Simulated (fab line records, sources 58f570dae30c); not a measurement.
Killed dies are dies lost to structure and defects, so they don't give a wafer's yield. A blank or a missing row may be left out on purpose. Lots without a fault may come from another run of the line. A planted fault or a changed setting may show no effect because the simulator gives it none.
Which tool did it? | flow berkeley_cmos170 | 7 lots, 21 wafers sampled, at 1 step of a route of 331

WHAT THE GAUGES READ, wafer by wafer
UCB170_SDANNEAL_RS_MEAS_05: measures by four-point-probe.
lot  | measured     | on            | NLDD_RS (ohm/sq)
L312 | day 7 11:50  | film_metro-04 | 616.3 615.2 616.3
L317 | day 8 11:31  | film_metro-02 | 615.2 615.8 615.9
L318 | day 8 17:09  | film_metro-04 | 615.8 613.8 615.6
L322 | day 9 12:04  | film_metro-04 | 616.7 616.4 616.5
L327 | day 10 16:11 | film_metro-04 | 616.6 614.8 616.5
L328 | day 10 17:07 | film_metro-02 | 618.4 618.1 616.9
L333 | day 11 19:28 | film_metro-01 | 617.0 617.3 617.8

WHICH TOOL RAN EACH LOT (tool, then ch and the chambers of the sampled wafers, then the start)
The record holds no process step before these readings.

THE ANSWER, worked out from the rows above alone
Rule: what is usual is taken from the lots themselves. Put in order of their means at a reading, lots are off if they are a third of the lots or fewer, leave a main group of 4 or more, and stand apart from it by a gap of 3 or more times the standard deviation of the main group's means; of several such gaps the widest counts. A main group whose means are all the same, to the digits that the tables above print for the reading, isn't used. A lot without any number at a reading at which 4 lots or more have one is off too. The other lots that the step has rows for count as sound.
No lot is off at any reading shown: from this, nothing can be told.

WHAT THE SIMULATOR HAD PUT IN
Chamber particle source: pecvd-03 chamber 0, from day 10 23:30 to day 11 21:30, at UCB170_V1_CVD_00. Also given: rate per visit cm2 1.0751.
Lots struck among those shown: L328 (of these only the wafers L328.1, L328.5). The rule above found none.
